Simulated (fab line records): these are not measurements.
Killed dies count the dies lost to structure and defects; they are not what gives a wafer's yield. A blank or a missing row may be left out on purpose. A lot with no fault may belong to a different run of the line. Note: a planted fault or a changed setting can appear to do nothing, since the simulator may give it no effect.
Split-lot study | flow ritCmos | route with 202 steps; 5 lots, 27 wafers read

## THE SPLIT
At RIT_SPACER_CVD_03 (deposits Si3N4 from SiH2Cl2/NH3, target thk 250 nm, time 3300 s), the setting timeS was moved away from the recipe's 3300 s on 24 of the 27 wafers read, by -43.7% to +50.9%. The other wafers ran this setting at the recipe's value.

Between the split and the reading, the file records no step.

## THE READING
SPACER_NITRIDE_THK at RIT_SPACER_THK_MEAS_04, in nm. A value of 250.1 nm with a standard deviation of 1.6 nm is what fault-free wafers of this fab line usually give.

wafer  | tool, chamber at the split | timeS as run, s | against the recipe | SPACER_NITRIDE_THK, nm | against lot-mates on the recipe
L075.1 | -, -                       | 4981            | +50.9%             | 377.7                  | no lot-mate on the recipe
L075.2 | -, -                       | 4981            | +50.9%             | 378.3                  | no lot-mate on the recipe
L075.3 | -, -                       | 4981            | +50.9%             | 377.8                  | no lot-mate on the recipe
L075.4 | -, -                       | 4981            | +50.9%             | 375.5                  | no lot-mate on the recipe
L075.5 | -, -                       | 4981            | +50.9%             | 378.1                  | no lot-mate on the recipe
L075.6 | -, -                       | 4981            | +50.9%             | 375.7                  | no lot-mate on the recipe
L079.1 | -, -                       | 1859            | -43.7%             | 141.8                  | no lot-mate on the recipe
L079.2 | -, -                       | 1859            | -43.7%             | 141.7                  | no lot-mate on the recipe
L079.3 | -, -                       | 1859            | -43.7%             | 143.0                  | no lot-mate on the recipe
L079.4 | -, -                       | 1859            | -43.7%             | 141.2                  | no lot-mate on the recipe
L079.5 | -, -                       | 1859            | -43.7%             | 138.3                  | no lot-mate on the recipe
L079.6 | -, -                       | 1859            | -43.7%             | 139.3                  | no lot-mate on the recipe
L081.1 | -, -                       | 4592            | +39.2%             | 351.2                  | no lot-mate on the recipe
L081.2 | -, -                       | 4592            | +39.2%             | 349.3                  | no lot-mate on the recipe
L081.3 | -, -                       | 4592            | +39.2%             | 350.9                  | no lot-mate on the recipe
L081.4 | -, -                       | 4592            | +39.2%             | 348.4                  | no lot-mate on the recipe
L081.5 | -, -                       | 4592            | +39.2%             | 350.1                  | no lot-mate on the recipe
L081.6 | -, -                       | 4592            | +39.2%             | 349.4                  | no lot-mate on the recipe
L082.2 | lpcvd-01, 1                | 3300            | recipe             | 252.0                  | -
L082.3 | lpcvd-01, 1                | 3300            | recipe             | 250.3                  | -
L082.5 | lpcvd-01, 1                | 3300            | recipe             | 250.7                  | -
L084.1 | -, -                       | 2172            | -34.2%             | 164.6                  | no lot-mate on the recipe
L084.2 | -, -                       | 2172            | -34.2%             | 162.7                  | no lot-mate on the recipe
L084.3 | -, -                       | 2172            | -34.2%             | 165.8                  | no lot-mate on the recipe
L084.4 | -, -                       | 2172            | -34.2%             | 165.7                  | no lot-mate on the recipe
L084.5 | -, -                       | 2172            | -34.2%             | 163.9                  | no lot-mate on the recipe
L084.6 | -, -                       | 2172            | -34.2%             | 163.6                  | no lot-mate on the recipe

FIT RESULTS
A straight line over all 27 wafers: SPACER_NITRIDE_THK changes by +2.51 nm for each +1% of timeS; r = +1.00; the points scatter about the line by 1.5 nm.
Too few moved wafers with a lot-mate on the recipe to fit a line net of each lot's own level.

## THE WHOLE CHAIN: every reading that the file lists as answering this split, in the file's order
step                   | what it does                                                             | reading                                                                       | change (the file's fit)              | r (the file's)
RIT_SPACER_CVD_03      | deposits Si3N4 from SiH2Cl2/NH3, target thk 250 nm, time 3300 s          | Si3N4_of_SPACER_CVD_03.thkNm (the simulator's own value, which no gauge read) | +2.51 nm for each +1% of the setting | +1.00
RIT_SPACER_THK_MEAS_04 |                                                                          | SPACER_NITRIDE_THK                                                            | +2.51 for each +1% of the setting    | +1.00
RIT_SPACER_ETCHBACK_05 | etches Si3N4 in SF6/CHF3, stops on SiO2, target depth 250 nm, time 240 s | Si3N4_of_SPACER_CVD_03.thkNm (the simulator's own value, which no gauge read) | +1.9 nm for each +1% of the setting  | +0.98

## FILE'S OWN FIT
SPACER_NITRIDE_THK changes by +2.51 nm for each +1% of timeS, r = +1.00.
